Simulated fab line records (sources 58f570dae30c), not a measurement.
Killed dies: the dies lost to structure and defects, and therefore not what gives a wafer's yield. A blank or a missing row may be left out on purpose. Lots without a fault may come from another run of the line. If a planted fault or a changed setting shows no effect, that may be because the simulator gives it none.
Split-lot trial ; flow berkeley-cmos170 ; 23 wafers read across 5 lots, on a route 331 steps long

ABOUT THE SPLIT
At UCB170_PSD_IMPLANT_08, the setting energy-kev was moved away from the recipe's 20 on 6 of the 23 wafers read, by -4.8% to -2.3%. For the rest of the wafers, this setting stayed at what the recipe calls for.

The reading is taken at the split's own step.

THE READING
In nm, at UCB170_PSD_IMPLANT_08: implant.drp-nm, which is the simulator's own figure and was read by no gauge. There is no usual value for it anywhere in the file.

wafer;tool, chamber at the split;energy-kev as run;against the recipe;implant.drp-nm, nm;against lot-mates on the recipe
L074.1;implanter-02, 0;19.17;-4.1%;27.51;-0.83
L074.6;implanter-02, 0;19.17;-4.1%;27.51;-0.83
L074.2;implanter-02, 0;20;recipe;28.34;-
L074.3;implanter-02, 0;20;recipe;28.34;-
L074.4;implanter-02, 0;20;recipe;28.34;-
L077.1;implanter-02, 0;20;recipe;28.34;-
L077.2;implanter-02, 0;20;recipe;28.34;-
L077.3;implanter-02, 0;20;recipe;28.34;-
L077.5;implanter-02, 0;20;recipe;28.34;-
L077.6;implanter-02, 0;20;recipe;28.34;-
L078.1;implanter-01, 0;19.03;-4.8%;27.37;-0.97
L078.4;implanter-01, 0;19.03;-4.8%;27.37;-0.97
L078.2;implanter-01, 0;20;recipe;28.34;-
L078.3;implanter-01, 0;20;recipe;28.34;-
L078.6;implanter-01, 0;20;recipe;28.34;-
L079.2;implanter-03, 0;20;recipe;28.34;-
L079.3;implanter-03, 0;20;recipe;28.34;-
L079.5;implanter-03, 0;20;recipe;28.34;-
L080.2;implanter-02, 0;20;recipe;28.34;-
L080.3;implanter-02, 0;20;recipe;28.34;-
L080.6;implanter-02, 0;20;recipe;28.34;-
L080.4;implanter-02, 0;19.54;-2.3%;27.88;-0.46
L080.5;implanter-02, 0;19.54;-2.3%;27.88;-0.46

THE FIT
A straight line over all 23 wafers: implant.drp-nm changes by +0.2 nm for each +1% of energy-kev; r = +1.00; the points scatter about the line by 0 nm.
The same after taking each lot's own level away (the mean of its wafers on the recipe; 23 wafers): +0.2 nm for each +1%; r = +1.00; scatter 0 nm.
On that fit, the largest move of energy-kev shifts the reading by 0.97 nm.
The lots' own levels span 28.340 to 28.340 nm.
Hence the lot-to-lot level has little effect on the slope; both slopes agree.
Check: with one of the wafers moved furthest among these (-4.8%) left out of the fit, the line predicts -0.97 nm for it against its lot-mates. Against them it came out at -0.97 nm.

THE OTHER SPLITS THESE WAFERS WENT THROUGH
These wafers also went through other splits before the reading. Each is held against what the fit with the lots' levels taken away leaves over:
other split on the same wafers;wafers away from the commonest value;r with implant.drp-nm (lot level and that fit taken away)
UCB170_START_OXIDATION_02 temp-c;15;-0.29
UCB170_PWELL_CVD_05 time-s;15;+0.84
UCB170_PWELL_DEVELOP_12 develop-time-s;10;-0.56
UCB170_ACTIVE_OXIDATION_02 ox-time-s;15;-0.19
UCB170_PFIELD_COAT_01 resist-thk-nm;9;-0.19
UCB170_PFIELD_IMPLANT_07 energy-kev;9;+0.56
UCB170_PVT_IMPLANT_07 energy-kev;9;-0.53
UCB170_GATE_CVD_04 time-s;15;-0.24
UCB170_PLDD_EXPOSE_03 dose-mj;12;+0.00
UCB170_NLDD_IMPLANT_08 energy-kev;11;+0.24

THE WHOLE CHAIN: every reading that the file lists as answering this split, in the file's order
step;what it does;reading;change (the file's fit);r (the file's)
UCB170_PSD_IMPLANT_08;;implant.rp-nm (the simulator's own value, which no gauge read);+0.651 nm for each +1% of the setting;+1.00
UCB170_PSD_IMPLANT_08;;implant.drp-nm (the simulator's own value, which no gauge read);+0.2 nm for each +1% of the setting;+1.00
UCB170_PSD_STRIP_09;strips in O2;strip-time-to-endpoint-s;withheld for each +1% of the setting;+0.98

FILE'S OWN FIT
implant.drp-nm changes by +0.2 nm for each +1% of energy-kev, r = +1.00.
